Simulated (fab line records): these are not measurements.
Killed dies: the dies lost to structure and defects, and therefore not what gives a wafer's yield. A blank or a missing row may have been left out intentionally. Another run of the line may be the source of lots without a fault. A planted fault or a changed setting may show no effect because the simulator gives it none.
Split-lot trial :: flow rit cmos :: on a route of 202 steps: 5 lots, 23 wafers read

ON THE SPLIT
At RIT_PWELL_IMPLANT_08, the setting dose cm2 was moved away from the recipe's 7e+13 on 12 of the 23 wafers read, by -6.8% to +6.5%. For the rest of the wafers, this setting stayed at what the recipe calls for.

FROM THE SPLIT TO THE READING: what the file shows between them, 3 steps
- RIT_PWELL_STRIP_09: strips in O2, time 180 s
- RIT_PWELL_TW_MEAS_10
- RIT_WELLDRIVE_ANNEAL_00: time 14700 s

THE READING
PWELL_RS (ohm/sq), read at RIT_WELLDRIVE_RS_MEAS_02 with a four-point probe. On this fab line, fault-free wafers typically give 430.4 ohm/sq with a standard deviation of 1.4 ohm/sq.

wafer: L074.2
tool, chamber at the split: implanter-02, 0
dose cm2 as run: 7e+13
against the recipe: recipe
PWELL_RS, ohm/sq: 432.8
against lot-mates on the recipe: -

wafer: L074.5
tool, chamber at the split: implanter-02, 0
dose cm2 as run: 7e+13
against the recipe: recipe
PWELL_RS, ohm/sq: 431.4
against lot-mates on the recipe: -

wafer: L074.6
tool, chamber at the split: implanter-02, 0
dose cm2 as run: 7e+13
against the recipe: recipe
PWELL_RS, ohm/sq: 431.8
against lot-mates on the recipe: -

wafer: L077.1
tool, chamber at the split: implanter-02, 0
dose cm2 as run: 6.673e+13
against the recipe: -4.7%
PWELL_RS, ohm/sq: 443.3
against lot-mates on the recipe: +15.7

wafer: L077.2
tool, chamber at the split: implanter-02, 0
dose cm2 as run: 6.673e+13
against the recipe: -4.7%
PWELL_RS, ohm/sq: 441.3
against lot-mates on the recipe: +13.7

wafer: L077.3
tool, chamber at the split: implanter-02, 0
dose cm2 as run: 6.673e+13
against the recipe: -4.7%
PWELL_RS, ohm/sq: 441.1
against lot-mates on the recipe: +13.5

wafer: L077.4
tool, chamber at the split: implanter-02, 0
dose cm2 as run: 7e+13
against the recipe: recipe
PWELL_RS, ohm/sq: 427.4
against lot-mates on the recipe: -

wafer: L077.5
tool, chamber at the split: implanter-02, 0
dose cm2 as run: 7e+13
against the recipe: recipe
PWELL_RS, ohm/sq: 427.9
against lot-mates on the recipe: -

wafer: L078.1
tool, chamber at the split: implanter-02, 0
dose cm2 as run: 7e+13
against the recipe: recipe
PWELL_RS, ohm/sq: 430.6
against lot-mates on the recipe: -

wafer: L078.2
tool, chamber at the split: implanter-02, 0
dose cm2 as run: 7e+13
against the recipe: recipe
PWELL_RS, ohm/sq: 430.0
against lot-mates on the recipe: -

wafer: L078.3
tool, chamber at the split: implanter-02, 0
dose cm2 as run: 7.456e+13
against the recipe: +6.5%
PWELL_RS, ohm/sq: 414.1
against lot-mates on the recipe: -16.2

wafer: L078.4
tool, chamber at the split: implanter-02, 0
dose cm2 as run: 7.456e+13
against the recipe: +6.5%
PWELL_RS, ohm/sq: 413.8
against lot-mates on the recipe: -16.5

wafer: L078.6
tool, chamber at the split: implanter-02, 0
dose cm2 as run: 7.456e+13
against the recipe: +6.5%
PWELL_RS, ohm/sq: 414.6
against lot-mates on the recipe: -15.7

wafer: L081.1
tool, chamber at the split: implanter-03, 0
dose cm2 as run: 7e+13
against the recipe: recipe
PWELL_RS, ohm/sq: 429.8
against lot-mates on the recipe: -

wafer: L081.2
tool, chamber at the split: implanter-03, 0
dose cm2 as run: 6.818e+13
against the recipe: -2.6%
PWELL_RS, ohm/sq: 436.7
against lot-mates on the recipe: +6.6

wafer: L081.3
tool, chamber at the split: implanter-03, 0
dose cm2 as run: 7e+13
against the recipe: recipe
PWELL_RS, ohm/sq: 430.3
against lot-mates on the recipe: -

wafer: L081.4
tool, chamber at the split: implanter-03, 0
dose cm2 as run: 6.818e+13
against the recipe: -2.6%
PWELL_RS, ohm/sq: 437.4
against lot-mates on the recipe: +7.3

wafer: L081.5
tool, chamber at the split: implanter-03, 0
dose cm2 as run: 6.818e+13
against the recipe: -2.6%
PWELL_RS, ohm/sq: 437.2
against lot-mates on the recipe: +7.1

wafer: L084.2
tool, chamber at the split: implanter-04, 0
dose cm2 as run: 6.526e+13
against the recipe: -6.8%
PWELL_RS, ohm/sq: 450.4
against lot-mates on the recipe: +20.4

wafer: L084.3
tool, chamber at the split: implanter-04, 0
dose cm2 as run: 6.526e+13
against the recipe: -6.8%
PWELL_RS, ohm/sq: 449.2
against lot-mates on the recipe: +19.2

wafer: L084.4
tool, chamber at the split: implanter-04, 0
dose cm2 as run: 6.526e+13
against the recipe: -6.8%
PWELL_RS, ohm/sq: 449.2
against lot-mates on the recipe: +19.2

wafer: L084.5
tool, chamber at the split: implanter-04, 0
dose cm2 as run: 7e+13
against the recipe: recipe
PWELL_RS, ohm/sq: 429.5
against lot-mates on the recipe: -

wafer: L084.6
tool, chamber at the split: implanter-04, 0
dose cm2 as run: 7e+13
against the recipe: recipe
PWELL_RS, ohm/sq: 430.5
against lot-mates on the recipe: -

FIT RESULTS
A straight line over all 23 wafers: PWELL_RS changes by -2.62 ohm/sq for each +1% of dose cm2; r = -0.99; the points scatter about the line by 1.4 ohm/sq.
The same after taking each lot's own level away (the mean of its wafers on the recipe; 23 wafers): -2.73 ohm/sq for each +1%; r = -1.00; scatter 0.93 ohm/sq.
That fit puts the effect of the largest move of dose cm2 on the reading at 18 ohm/sq.
From 427.65 to 432.00 ohm/sq: that is the span of the lots' own levels, equal to 3.1 times the standard deviation above.
Hence the lot-to-lot level has little effect on the slope; both slopes agree.
Check: for one of the wafers moved furthest among these (-6.8%), held out of the fit, the line's prediction against its lot-mates is +18.8 ohm/sq. It came out at +20.4 ohm/sq against them.

THE OTHER SPLITS THESE WAFERS WENT THROUGH
Before the reading, these wafers also passed through other splits. Each is held against what the fit with the lots' levels taken away leaves over:
other split on the same wafers: RIT_ACTIVE_OXIDATION_01 ox time s
wafers away from the commonest value: 10
r with PWELL_RS (lot level and that fit taken away): -0.15

other split on the same wafers: RIT_ACTIVE_COAT_06 spin rpm
wafers away from the commonest value: 6
r with PWELL_RS (lot level and that fit taken away): +0.20

other split on the same wafers: RIT_FOX2_OXIDATION_00 ox time s
wafers away from the commonest value: 18
r with PWELL_RS (lot level and that fit taken away): -0.06

other split on the same wafers: RIT_NWELL_IMPLANT_08 energy kev
wafers away from the commonest value: 10
r with PWELL_RS (lot level and that fit taken away): -0.15

THE WHOLE CHAIN: every reading that the file lists as answering this split, in the file's order
step: RIT_PWELL_TW_MEAS_10
what it does: 
reading: PWELL_TW
change (the file's fit): +3.27 for each +1% of the setting
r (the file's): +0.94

step: RIT_WELLDRIVE_RS_MEAS_02
what it does: measures by four-point-probe
reading: PWELL_RS
change (the file's fit): -2.76 for each +1% of the setting
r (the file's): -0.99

step: RIT_M1_PROBE_99
what it does: 
reading: etest.pwell.rs ohm sq (the simulator's own value, which no gauge read)
change (the file's fit): -2.85 for each +1% of the setting
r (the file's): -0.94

THE FILE'S OWN FIT
PWELL_RS changes by -2.76 ohm/sq for each +1% of dose cm2, r = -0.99.
